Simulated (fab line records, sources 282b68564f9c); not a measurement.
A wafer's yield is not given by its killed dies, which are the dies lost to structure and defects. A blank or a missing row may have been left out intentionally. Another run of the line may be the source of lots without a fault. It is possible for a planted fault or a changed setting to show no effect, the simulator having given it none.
fab line records	flow ritCmos
record: lots: 6	wafers: 18	lastDay: 7
route steps=202 shown NWELL@36 PWELL@39 WELLDRIVE@50 NRETRO@53 PRETRO@64 GATE@75 M1@202
lots that met no fault: from a run of the same line without faults
startH: the number of hours between the record's first day and the start of the first shown wafer of the lot	waitH: time in hours since the lot's previous step	" as in the row above	L1.1+2: a single row standing in for several wafers	- no value present, or no start provided	* or withheld: withheld	< > ~ a bound
route shown NAME@n: NAME is a module with steps in the file, n the number in the route of the first one	usual: the fault-free wafers' mean and standard deviation	same: alike in all rows	chamber/n: place in a boat	sites: readings site by site	_std_site: their standard deviation	_edge_site: mean of outer sites minus mean of inner sites	radiusMm: how far each site lies from the wafer's centre	mask NAME#n: copy n	behind: the most recent tool/chamber to have shaped the wafer	hold: why the lot went on hold/how many hours it stayed there/how the hold came to an end	device: whichever transistor did not switch (one of n, p or np)	end of line: at the end of the route, the tests of the same wafers	where a step has no rows: the recipe by itself	killed: count of dies lost to structure and defects at first sort (not the wafer's yield)	map: per-die view of a wafer (x killed, . not killed, _ where there is no die)
set.NAME: setting as actually run; set.NAME@STEP: the setting as run at that earlier step	model.NAME: the simulator's own value behind a step, which no gauge read
lots at selected steps of the route; one table per step, one row per wafer
services: the hour from which a tool's chamber was out of use, counted from the record's first day as startH (under 0 if before that day), plus the number of hours and why
== steps ==
step: RIT_NWELL_IMPLANT_08
recipe: species: P	energyKev: 166.8	doseCm2: 5e+13	tiltDeg: 7
step: RIT_NWELL_STRIP_09
recipe: chemistry: O2	timeS: 180	resist: NOVOLAK	platenTempC: withheld	powerW: 500	pressureMtorr: 4000	o2FlowSccm: 4000
usual: drypumpMotorCurrentA: 5.4/0.47
lot.wafer	tool	chamber	startH	waitH	drypumpMotorCurrentA	rfHoursCounterH
L758.2	plasmaAsher-04	1	21.65	0.1	5.4	38
L758.3	"	0	"	"	4.8	-
L758.4	"	1	"	"	5.4	-
L769.3	plasmaAsher-03	0	78.69	0.1	5.9	-
L769.4	"	1	"	"	6.2	-
L769.5	"	1	"	"	6.2	-
L772.1	plasmaAsher-04	0	92.03	0.1	4.8	46
L772.4	"	0	"	"	4.8	-
L772.5	"	0	"	"	4.8	-
L777.3	plasmaAsher-03	1	118.07	0.1	6.2	-
L777.5	"	1	"	"	6.2	-
L777.6	"	0	"	"	5.9	-
L778.2	plasmaAsher-01	1	121.37	0.1	5.3	48
L778.4	"	0	"	"	5.1	-
L778.6	"	1	"	"	5.3	-
L781.2	plasmaAsher-04	0	139.03	0.1	4.8	2
L781.3	"	1	"	"	5.4	-
L781.5	"	0	"	"	4.8	-
step: RIT_NWELL_TW_MEAS_10
usual: NWELL_TW: 2156/25
lot.wafer	tool	chamber	startH	waitH	NWELL_TW
L758.2	filmMetro-04	-	21.84	0.1	2190
L758.3	"	-	"	"	2173
L758.4	"	-	"	"	2165
L769.3	filmMetro-03	-	78.83	0.1	2166
L769.4	"	-	"	"	2180
L769.5	"	-	"	"	2156
L772.1	filmMetro-03	-	92.20	0.1	2157
L772.4	"	-	"	"	2165
L772.5	"	-	"	"	2165
L777.3	filmMetro-04	-	118.20	0.1	2195
L777.5	"	-	"	"	2184
L777.6	"	-	"	"	2190
L778.2	filmMetro-03	-	121.55	0.1	2147
L778.4	"	-	"	"	2134
L778.6	"	-	"	"	2140
L781.2	filmMetro-03	-	139.22	0.1	2141
L781.3	"	-	"	"	2142
L781.5	"	-	"	"	2140
step: RIT_PWELL_HMDS_00
recipe: primeTimeS: 60	primeTempC: 140
step: RIT_PWELL_COAT_01
recipe: resist: NOVOLAK	spinRpm: 2000	resistThkNm: 1300
step: RIT_PWELL_SOFTBAKE_02
recipe: resist: NOVOLAK	tempC: 90	timeS: 60
step: RIT_PWELL_EXPOSE_03
recipe: maskId: M3	na: 0.57	targetCdNm: 43700	doseMj: 250
step: RIT_PWELL_PEB_04
recipe: resist: NOVOLAK	tempC: withheld	timeS: withheld
step: RIT_PWELL_DEVELOP_05
recipe: resist: NOVOLAK	developTimeS: 68	devTempC: 23
step: RIT_PWELL_OVL_MEAS_06
usual: PWELL_OVL: -0.9/1.3
lot.wafer	tool	chamber	startH	waitH	PWELL_OVL[nm]
L758.2	overlay-02	-	22.78	-	-0.4
L758.3	"	-	"	"	-0.9
L758.4	"	-	"	"	-2.5
L769.3	overlay-01	-	79.89	-	0.3
L769.4	"	-	"	"	0.6
L769.5	"	-	"	"	-0.4
L772.1	overlay-01	-	93.33	-	-0.6
L772.4	"	-	"	"	-0.5
L772.5	"	-	"	"	-3.1
L777.3	overlay-02	-	119.13	-	-3.1
L777.5	"	-	"	"	-0.9
L777.6	"	-	"	"	-0.9
L778.2	overlay-02	-	122.61	-	0.5
L778.4	"	-	"	"	-2.4
L778.6	"	-	"	"	-2.1
L781.2	overlay-01	-	140.16	-	-2.6
L781.3	"	-	"	"	-2.0
L781.5	"	-	"	"	-0.2
step: RIT_PWELL_HARDBAKE_07
recipe: resist: NOVOLAK	tempC: 140	timeS: 120
step: RIT_PWELL_IMPLANT_08
recipe: species: B	energyKev: 170	doseCm2: 7.048e+13	tiltDeg: 7
step: RIT_PWELL_STRIP_09
recipe: chemistry: O2	timeS: 180	resist: NOVOLAK	platenTempC: withheld	powerW: 500	pressureMtorr: 4000	o2FlowSccm: 4000
usual: drypumpMotorCurrentA: 5.3/0.38
lot.wafer	tool	chamber	startH	waitH	drypumpMotorCurrentA	rfHoursCounterH
L758.2	plasmaAsher-04	0	23.21	0.1	4.8	38
L758.3	"	0	"	"	4.8	-
L758.4	"	1	"	"	5.4	-
L769.3	plasmaAsher-01	0	80.37	0.1	5.1	-
L769.4	"	1	"	"	5.3	-
L769.5	"	1	"	"	5.3	-
L772.1	plasmaAsher-02	0	93.76	0.1	5.9	44
L772.4	"	1	"	"	4.9	-
L772.5	"	1	"	"	4.9	-
L777.3	plasmaAsher-01	0	119.62	0.1	5.1	-
L777.5	"	1	"	"	5.3	-
L777.6	"	0	"	"	5.1	-
L778.2	plasmaAsher-01	1	123.04	0.1	5.3	48
L778.4	"	0	"	"	5.1	-
L778.6	"	0	"	"	5.1	-
L781.2	plasmaAsher-02	0	140.59	0.1	5.9	49
L781.3	"	0	"	"	5.9	-
L781.5	"	1	"	"	4.9	-
step: RIT_PWELL_TW_MEAS_10
usual: PWELL_TW: 962/9.4
lot.wafer	tool	chamber	startH	waitH	PWELL_TW
L758.2	filmMetro-03	-	23.39	0.1	962
L758.3	"	-	"	"	958
L758.4	"	-	"	"	969
L769.3	filmMetro-04	-	80.51	0.1	968
L769.4	"	-	"	"	972
L769.5	"	-	"	"	965
L772.1	filmMetro-02	-	93.94	0.1	954
L772.4	"	-	"	"	957
L772.5	"	-	"	"	955
L777.3	filmMetro-04	-	119.75	0.1	980
L777.5	"	-	"	"	981
L777.6	"	-	"	"	980
L778.2	filmMetro-03	-	123.23	0.1	961
L778.4	"	-	"	"	957
L778.6	"	-	"	"	960
L781.2	filmMetro-03	-	140.77	0.1	963
L781.3	"	-	"	"	961
L781.5	"	-	"	"	960
step: RIT_WELLDRIVE_ANNEAL_00
recipe: tempC: 1100	timeS: 14700	ambient: N2
step: RIT_WELLDRIVE_RS_MEAS_01
recipe: thkMeasGauge: four-point-probe
usual: NWELL_RS: 275.7/0.8
lot.wafer	tool	chamber	startH	waitH	NWELL_RS[ohm/sq]
L758.2	filmMetro-03	-	29.23	0.0	276.1
L758.3	"	-	"	"	275.8
L758.4	"	-	"	"	276.1
L769.3	filmMetro-03	-	85.67	0.0	275.4
L769.4	"	-	"	"	274.5
L769.5	"	-	"	"	274.9
L772.1	filmMetro-03	-	99.25	0.0	275.8
L772.4	"	-	"	"	276.1
L772.5	"	-	"	"	276.1
L777.3	filmMetro-04	-	125.19	0.0	275.6
L777.5	"	-	"	"	276.7
L777.6	"	-	"	"	276.0
L778.2	filmMetro-02	-	128.38	0.0	276.1
L778.4	"	-	"	"	276.3
L778.6	"	-	"	"	275.5
L781.2	filmMetro-02	-	147.05	0.0	276.0
L781.3	"	-	"	"	276.4
L781.5	"	-	"	"	275.7
step: RIT_WELLDRIVE_RS_MEAS_02
recipe: thkMeasGauge: four-point-probe
usual: PWELL_RS: 427.8/1.4
lot.wafer	tool	chamber	startH	waitH	PWELL_RS[ohm/sq]
L758.2	filmMetro-03	-	29.35	0.1	428.4
L758.3	"	-	"	"	428.8
L758.4	"	-	"	"	429.5
L769.3	filmMetro-03	-	85.79	0.1	429.8
L769.4	"	-	"	"	428.3
L769.5	"	-	"	"	428.4
L772.1	filmMetro-03	-	99.37	0.1	425.6
L772.4	"	-	"	"	425.2
L772.5	"	-	"	"	424.3
L777.3	filmMetro-04	-	125.31	0.1	428.1
L777.5	"	-	"	"	428.2
L777.6	"	-	"	"	429.3
L778.2	filmMetro-02	-	128.50	0.1	427.4
L778.4	"	-	"	"	427.0
L778.6	"	-	"	"	427.2
L781.2	filmMetro-02	-	147.17	0.1	427.8
L781.3	"	-	"	"	428.7
L781.5	"	-	"	"	426.9
step: RIT_NRETRO_HMDS_00
recipe: primeTimeS: 60	primeTempC: 140
step: RIT_NRETRO_COAT_01
recipe: resist: NOVOLAK	spinRpm: 2000	resistThkNm: 1300
step: RIT_NRETRO_SOFTBAKE_02
recipe: resist: NOVOLAK	tempC: 90	timeS: 60
step: RIT_NRETRO_EXPOSE_03
recipe: maskId: M4	na: 0.57	targetCdNm: 43900	doseMj: 250
step: RIT_NRETRO_PEB_04
recipe: resist: NOVOLAK	tempC: withheld	timeS: withheld
step: RIT_NRETRO_DEVELOP_05
recipe: resist: NOVOLAK	developTimeS: 68	devTempC: 23
step: RIT_NRETRO_OVL_MEAS_06
usual: NRETRO_OVL: -0.7/1.4
lot.wafer	tool	chamber	startH	waitH	NRETRO_OVL[nm]
L758.2	overlay-02	-	30.46	-	-3.1
L758.3	"	-	"	"	-2.0
L758.4	"	-	"	"	-1.2
L769.3	overlay-01	-	86.89	-	-0.4
L769.4	"	-	"	"	1.5
L769.5	"	-	"	"	0.0
L772.1	overlay-02	-	100.37	-	0.6
L772.4	"	-	"	"	-0.6
L772.5	"	-	"	"	0.7
L777.3	overlay-01	-	126.28	-	-1.2
L777.5	"	-	"	"	-1.5
L777.6	"	-	"	"	0.7
L778.2	overlay-02	-	129.61	-	-2.1
L778.4	"	-	"	"	-1.2
L778.6	"	-	"	"	-0.4
L781.2	overlay-02	-	148.16	-	-1.4
L781.3	"	-	"	"	-3.2
L781.5	"	-	"	"	-1.2
step: RIT_NRETRO_HARDBAKE_07
recipe: resist: NOVOLAK	tempC: 140	timeS: 120
step: RIT_NRETRO_IMPLANT_08
recipe: species: P	energyKev: 70	doseCm2: 1e+13	tiltDeg: 6.663
step: RIT_NRETRO_STRIP_09
recipe: chemistry: O2	timeS: 180	resist: NOVOLAK	platenTempC: withheld	powerW: 500	pressureMtorr: 4000	o2FlowSccm: 4000
usual: drypumpMotorCurrentA: 5.6/0.52
lot.wafer	tool	chamber	startH	waitH	drypumpMotorCurrentA	rfHoursCounterH
L758.2	plasmaAsher-03	1	30.89	0.1	6.2	25
L758.3	"	0	"	"	5.9	-
L758.4	"	1	"	"	6.2	-
L769.3	plasmaAsher-02	1	87.37	0.1	4.9	-
L769.4	"	0	"	"	5.9	-
L769.5	"	0	"	"	5.9	-
L772.1	plasmaAsher-02	1	100.80	0.1	4.9	44
L772.4	"	1	"	"	4.9	-
L772.5	"	1	"	"	4.9	-
L777.3	plasmaAsher-04	0	126.76	0.1	4.8	-
L777.5	"	0	"	"	4.8	-
L777.6	"	1	"	"	5.4	-
L778.2	plasmaAsher-04	0	130.04	0.1	4.8	1
L778.4	"	0	"	"	4.8	-
L778.6	"	0	"	"	4.8	-
L781.2	plasmaAsher-04	0	148.59	0.1	4.8	3
L781.3	"	1	"	"	5.4	-
L781.5	"	0	"	"	4.8	-
step: RIT_NRETRO_TW_MEAS_10
usual: NRETRO_TW: 1062/11
lot.wafer	tool	chamber	startH	waitH	NRETRO_TW
L758.2	filmMetro-02	-	31.08	0.1	1047
L758.3	"	-	"	"	1040
L758.4	"	-	"	"	1042
L769.3	filmMetro-04	-	87.51	0.1	1076
L769.4	"	-	"	"	1071
L769.5	"	-	"	"	1072
L772.1	filmMetro-01	-	100.98	0.1	1064
L772.4	"	-	"	"	1066
L772.5	"	-	"	"	1071
L777.3	filmMetro-01	-	126.90	0.1	1063
L777.5	"	-	"	"	1064
L777.6	"	-	"	"	1063
L778.2	filmMetro-02	-	130.23	0.1	1053
L778.4	"	-	"	"	1052
L778.6	"	-	"	"	1055
L781.2	filmMetro-04	-	148.77	0.1	1081
L781.3	"	-	"	"	1070
L781.5	"	-	"	"	1072
step: RIT_PRETRO_HMDS_00
recipe: primeTimeS: 60	primeTempC: 140
step: RIT_PRETRO_COAT_01
recipe: resist: NOVOLAK	spinRpm: 2000	resistThkNm: 1300
step: RIT_PRETRO_SOFTBAKE_02
recipe: resist: NOVOLAK	tempC: 90	timeS: 60
step: RIT_PRETRO_EXPOSE_03
recipe: maskId: M5	na: 0.57	targetCdNm: 43700	doseMj: 250
step: RIT_PRETRO_PEB_04
recipe: resist: NOVOLAK	tempC: withheld	timeS: withheld
step: RIT_PRETRO_DEVELOP_05
recipe: resist: NOVOLAK	developTimeS: 68	devTempC: 23
step: RIT_PRETRO_OVL_MEAS_06
usual: PRETRO_OVL: -0.3/1.6
lot.wafer	tool	chamber	startH	waitH	PRETRO_OVL[nm]
L758.2	overlay-02	-	32.14	-	0.5
L758.3	"	-	"	"	0.7
L758.4	"	-	"	"	2.4
L769.3	overlay-01	-	88.56	-	1.3
L769.4	"	-	"	"	1.5
L769.5	"	-	"	"	2.3
L772.1	overlay-01	-	102.04	-	-0.3
L772.4	"	-	"	"	0.5
L772.5	"	-	"	"	0.5
L777.3	overlay-01	-	127.96	-	-1.8
L777.5	"	-	"	"	-3.6
L777.6	"	-	"	"	-0.7
L778.2	overlay-01	-	131.36	-	-1.7
L778.4	"	-	"	"	-1.0
L778.6	"	-	"	"	-2.2
L781.2	overlay-01	-	149.83	-	0.2
L781.3	"	-	"	"	1.5
L781.5	"	-	"	"	-1.6
step: RIT_PRETRO_HARDBAKE_07
recipe: resist: NOVOLAK	tempC: 140	timeS: 120
step: RIT_PRETRO_IMPLANT_08
recipe: species: B	energyKev: 45	doseCm2: 1.2e+13	tiltDeg: 7
step: RIT_PRETRO_STRIP_09
recipe: chemistry: O2	timeS: 180	resist: NOVOLAK	platenTempC: withheld	powerW: 500	pressureMtorr: 4000	o2FlowSccm: 4000
usual: drypumpMotorCurrentA: 5.7/0.45
lot.wafer	tool	chamber	startH	waitH	drypumpMotorCurrentA	rfHoursCounterH
L758.2	plasmaAsher-03	1	32.57	0.1	6.1	25
L758.3	"	1	"	"	6.1	-
L758.4	"	0	"	"	5.9	-
L769.3	plasmaAsher-03	0	89.05	0.1	5.9	-
L769.4	"	1	"	"	6.2	-
L769.5	"	0	"	"	5.9	-
L772.1	plasmaAsher-02	0	102.48	0.1	5.9	45
L772.4	"	0	"	"	5.9	-
L772.5	"	0	"	"	5.9	-
L777.3	plasmaAsher-02	0	128.44	0.1	5.9	-
L777.5	"	1	"	"	4.9	-
L777.6	"	0	"	"	5.9	-
L778.2	plasmaAsher-03	1	131.79	0.1	6.2	36
L778.4	"	1	"	"	6.2	-
L778.6	"	1	"	"	6.1	-
L781.2	plasmaAsher-03	1	150.26	0.1	6.1	37
L781.3	"	0	"	"	5.9	-
L781.5	"	1	"	"	6.1	-
step: RIT_PRETRO_TW_MEAS_10
usual: PRETRO_TW: 480/3.5
lot.wafer	tool	chamber	startH	waitH	PRETRO_TW
L758.2	filmMetro-03	-	32.76	0.1	475
L758.3	"	-	"	"	479
L758.4	"	-	"	"	477
L769.3	filmMetro-03	-	89.18	0.1	479
L769.4	"	-	"	"	482
L769.5	"	-	"	"	486
L772.1	filmMetro-03	-	102.65	0.1	479
L772.4	"	-	"	"	475
L772.5	"	-	"	"	476
L777.3	filmMetro-01	-	128.58	0.1	480
L777.5	"	-	"	"	480
L777.6	"	-	"	"	484
L778.2	filmMetro-03	-	131.98	0.1	475
L778.4	"	-	"	"	479
L778.6	"	-	"	"	477
L781.2	filmMetro-03	-	150.45	0.1	482
L781.3	"	-	"	"	479
L781.5	"	-	"	"	481
step: RIT_GATE_WET_ETCH_00
recipe: chemistry: BOE	target: SiO2	targetDepthNm: 56	timeS: 60	dry: n2Spin	dilution: 10:1	tempC: 21.5
step: RIT_GATE_CLEAN_01
recipe: chemistry: SC1	mix: 3:3:50	timeS: 600	tempC: 75
step: RIT_GATE_CLEAN_02
recipe: chemistry: dHF	dilution: 50:1	timeS: 30
step: RIT_M1_PROBE_99
usual: killedAtContacts: 0.1/0.31	killedAtFrontEnd: 7/3.2	killedDies: 7/3.2	killedOnRim: 1.9/1.4	killedOpen: 3.6/1.9	killedShort: 3.6/2
same: grossDies: 264	killed_at_M0_to_M3: 0	killed_at_M4_up: 0	killedAtBackSide: 0	killedAtOther: 0
lot.wafer	tool	chamber	startH	waitH	killedAtContacts	killedAtFrontEnd	killedDies	killedOnRim	killedOpen	killedShort
L758.2	prober-02	-	59.04	0.1	0	14	14	3	9	5
L758.3	prober-02	-	59.09	0.2	0	8	8	1	5	3
L758.4	prober-02	-	59.14	0.2	0	11	11	5	7	4
L769.3	prober-02	-	113.78	0.2	0	7	7	1	5	2
L769.4	prober-02	-	113.83	0.2	1	6	7	4	2	5
L769.5	prober-02	-	113.88	0.2	0	6	6	1	2	4
L772.1	prober-02	-	130.65	0.1	0	9	9	3	4	5
L772.4	prober-02	-	130.80	0.2	0	6	6	1	5	1
L772.5	prober-02	-	130.85	0.2	0	9	9	2	5	4
L777.3	prober-01	-	155.56	0.2	0	34	34	15	6	9
L777.6	prober-01	-	155.71	0.2	0	37	37	11	4	8
L778.4	prober-02	-	161.02	0.2	1	26	27	10	5	0
L778.6	prober-02	-	161.12	0.2	0	27	27	11	2	0
killed by level:class
L758.2 GATE:geometricParticle:short=4 FOX2:geometricParticle:open=2 GATE:geometricParticle:open=2 REOX:geometricParticle:open=2 FOX1:geometricParticle:short=1 FOX1:geometricParticle:open=1 SPACER:geometricParticle:open=1 SILICIDE:geometricParticle:open=1
L758.3 FOX1:geometricParticle:open=2 FOX2:geometricParticle:open=1 GATE:geometricParticle:short=1 REOX:geometricParticle:short=1 SPACER:geometricParticle:open=1 SILICIDE:geometricParticle:short=1 SILICIDE:geometricParticle:open=1
L758.4 SPACER:geometricParticle:open=3 FOX2:geometricParticle:open=2 GATE:geometricParticle:short=2 FOX1:geometricParticle:short=1 FOX2:geometricParticle:short=1 GATE:geometricParticle:open=1 SILICIDE:geometricParticle:open=1
L769.3 GATE:geometricParticle:short=2 REOX:geometricParticle:open=2 FOX1:geometricParticle:open=1 GATE:geometricParticle:open=1 SPACER:geometricParticle:open=1
L769.4 SPACER:geometricParticle:short=3 GATE:geometricParticle:short=1 GATE:geometricParticle:open=1 REOX:geometricParticle:short=1 CONTACT:geometricParticle:open=1
L769.5 GATE:geometricParticle:short=3 FOX1:geometricParticle:open=1 SPACER:geometricParticle:open=1 SILICIDE:geometricParticle:short=1
L772.1 GATE:geometricParticle:short=2 ACTIVE:geometricParticle:open=1 FOX2:geometricParticle:open=1 FOX2:geometricParticle:short=1 GATE:geometricParticle:open=1 SPACER:geometricParticle:short=1 SPACER:geometricParticle:open=1 SILICIDE:geometricParticle:short=1
L772.4 REOX:geometricParticle:open=3 GATE:geometricParticle:open=2 SPACER:geometricParticle:short=1
L772.5 FOX1:geometricParticle:short=2 FOX1:geometricParticle:open=2 SILICIDE:geometricParticle:short=2 FOX2:geometricParticle:open=1 SPACER:geometricParticle:open=1 SILICIDE:geometricParticle:open=1
L777.3 PWELL:unspecified=19 GATE:geometricParticle:short=5 FOX2:geometricParticle:short=3 GATE:geometricParticle:open=3 FOX1:geometricParticle:open=1 FOX1:geometricParticle:short=1 FOX2:geometricParticle:open=1 SILICIDE:geometricParticle:open=1
L777.6 PWELL:unspecified=22 GATE:geometricParticle:short=3 SILICIDE:geometricParticle:short=3 PLDD:coatMicrobubblePrinted=3 SPACER:geometricParticle:open=2 FOX1:geometricParticle:open=1 FOX2:geometricParticle:short=1 GATE:geometricParticle:open=1
L778.4 PWELL:unspecified=22 GATE:geometricParticle:open=3 FOX1:geometricParticle:open=1 CONTACT:geometricParticle:open=1
L778.6 PWELL:unspecified=25 FOX1:geometricParticle:open=1 GATE:geometricParticle:open=1
map L777.6 (x killed, . not)
________.x....._______
_____...x.........____
____...............___
___..x..............__
__........x......x..._
__.................x._
_...x....x.........x..
_.................x...
_.x......x........xxxx
_......x........x.xxxx
__..............xxxxx_
__............x..xxxx_
___.x............xxx__
____....x..........___
_____.............____
________......._______
map L778.4 (x killed, . not)
________......._______
_____.............____
____...............___
___....x............__
__.............x....._
__..................._
_......x..............
_.....................
_...............xxxxxx
_................xxxxx
__..............xxxxx_
__...............xxxx_
___...............xx__
____.............xx___
_____.............____
________......._______
== services ==
tool	chamber	startH	hours	kind
plasmaAsher-01	-	71.10	1.1	repair
plasmaAsher-04	-	93.70	0.7	repair
plasmaAsher-04	-	108.75	9.0	pm
plasmaAsher-04	0	108.75	9.0	ventCycle
plasmaAsher-04	1	108.75	9.0	ventCycle
plasmaAsher-04	-	117.75	2.8	pm
plasmaAsher-04	0	117.75	-	clean
plasmaAsher-04	1	117.75	-	clean
== key ==
firstSign: step: RIT_M1_PROBE_99	reading: killedDies	direction: up	sigmas: 7.6	usual: 7	struck: 31
effect: step: RIT_M1_PROBE_99	reading: killedAtFrontEnd	direction: up	sigmas: 7.4	usual: 7	struck: 31
metAt RIT_PWELL_STRIP_09
struckWafers L777.3,L777.6,L778.4,L778.6
testerLeftOut L777,L778
onsetBetween 80.37 119.62
fault: kind: chamberParticleSource	tool: plasmaAsher-01	chamber: 0	onsetH: 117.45	steps: RIT_PWELL_STRIP_09	ratePerVisitCm2: 1.9623	endH: 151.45
testerLeftOut: of these lots the tester's yield and bins aren't shown, on N5 and GAA mostly nor the transistor test; their killed dies are dies lost to structure and defects alone, not to doping, threshold or leakage, so they don't give the yield
